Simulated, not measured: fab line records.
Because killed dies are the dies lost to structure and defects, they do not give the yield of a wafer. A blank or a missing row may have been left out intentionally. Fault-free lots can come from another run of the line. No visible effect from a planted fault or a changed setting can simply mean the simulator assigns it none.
Matching of chambers :: flow berkeley cmos170 :: rie diel-04 running UCB170_SPACER_ETCHBACK_03: 3 sister chambers
The step etches SiO2 in CHF3/CF4/Ar, stops on Si, target depth 376 nm, time 100 s. 14 wafers are shown with their chamber, then 6 later ones without.

## WAFERS, EACH WITH ITS CHAMBER
wafer: L905.1
chamber: 0
drypump motor current A (A): 5.4
throttle valve pct (%): 6.59
oes product au (a.u.): 0.894

wafer: L905.3
chamber: 1
drypump motor current A (A): 5.4
throttle valve pct (%): 6.42
oes product au (a.u.): 0.898

wafer: L905.6
chamber: 1
drypump motor current A (A): 5.4
throttle valve pct (%): 6.41
oes product au (a.u.): 0.928

wafer: L906.1
chamber: 0
drypump motor current A (A): 5.4
throttle valve pct (%): 6.57
oes product au (a.u.): 0.888

wafer: L906.3
chamber: 2
drypump motor current A (A): 5.7
throttle valve pct (%): 6.45
oes product au (a.u.): 0.911

wafer: L906.4
chamber: 2
drypump motor current A (A): 5.7
throttle valve pct (%): 6.45
oes product au (a.u.): 0.926

wafer: L910.2
chamber: 1
drypump motor current A (A): 5.3
throttle valve pct (%): 6.42
oes product au (a.u.): 0.918

wafer: L910.4
chamber: 0
drypump motor current A (A): 5.4
throttle valve pct (%): 6.57
oes product au (a.u.): 0.909

wafer: L910.6
chamber: 0
drypump motor current A (A): 5.4
throttle valve pct (%): 6.58
oes product au (a.u.): 0.912

wafer: L914.1
chamber: 2
drypump motor current A (A): 5.7
throttle valve pct (%): 6.45
oes product au (a.u.): 0.919

wafer: L914.4
chamber: 1
drypump motor current A (A): 5.4
throttle valve pct (%): 6.42
oes product au (a.u.): 0.919

wafer: L914.5
chamber: 1
drypump motor current A (A): 5.4
throttle valve pct (%): 6.39
oes product au (a.u.): 0.927

wafer: L916.1
chamber: 2
drypump motor current A (A): 5.7
throttle valve pct (%): 6.45
oes product au (a.u.): 0.920

wafer: L916.2
chamber: 1
drypump motor current A (A): 5.4
throttle valve pct (%): 6.42
oes product au (a.u.): 0.911

SIGNATURES, as means of the wafers listed above
reading: drypump motor current A
chamber 0: 5.400
chamber 1: 5.383
chamber 2: 5.700
scatter within a chamber: 0.0275

reading: throttle valve pct
chamber 0: 6.5775
chamber 1: 6.4133
chamber 2: 6.4500
scatter within a chamber: 0.00957

reading: oes product au
chamber 0: 0.90075
chamber 1: 0.91683
chamber 2: 0.91900
scatter within a chamber: 0.0102
Rule: a wafer lies at a distance from a chamber equal to the root of the sum of squares, over the readings, of (its reading less the chamber's mean, divided by the reading's scatter). The wafer belongs to the nearest chamber; if the next one is less than 2 further off, it can't be placed. The scatter: the root of (the sum of the squares of (reading less its chamber's mean) over the shown wafers, divided by (wafers less chambers)).

## WAFERS WHOSE CHAMBER IS MISSING
wafer: L916.4
drypump motor current A (A): 5.4
throttle valve pct (%): 6.60
oes product au (a.u.): 0.911

wafer: L924.2
drypump motor current A (A): 5.4
throttle valve pct (%): 6.60
oes product au (a.u.): 0.900

wafer: L924.4
drypump motor current A (A): 5.7
throttle valve pct (%): 6.45
oes product au (a.u.): 0.922

wafer: L926.3
drypump motor current A (A): 5.4
throttle valve pct (%): 6.56
oes product au (a.u.): 0.899

wafer: L926.4
drypump motor current A (A): 5.4
throttle valve pct (%): 6.39
oes product au (a.u.): 0.917

wafer: L926.6
drypump motor current A (A): 5.4
throttle valve pct (%): 6.42
oes product au (a.u.): 0.929

## EACH ONE'S CHAMBER
wafer: L916.4
from the rows above: 0
in truth: 0

wafer: L924.2
from the rows above: 0
in truth: 0

wafer: L924.4
from the rows above: 2
in truth: 2

wafer: L926.3
from the rows above: 0
in truth: 0

wafer: L926.4
from the rows above: 1
in truth: 1

wafer: L926.6
from the rows above: 1
in truth: 1
Correctly placed: 6 of 6. From these rows, 0 cannot be placed. 0 placed wrongly.
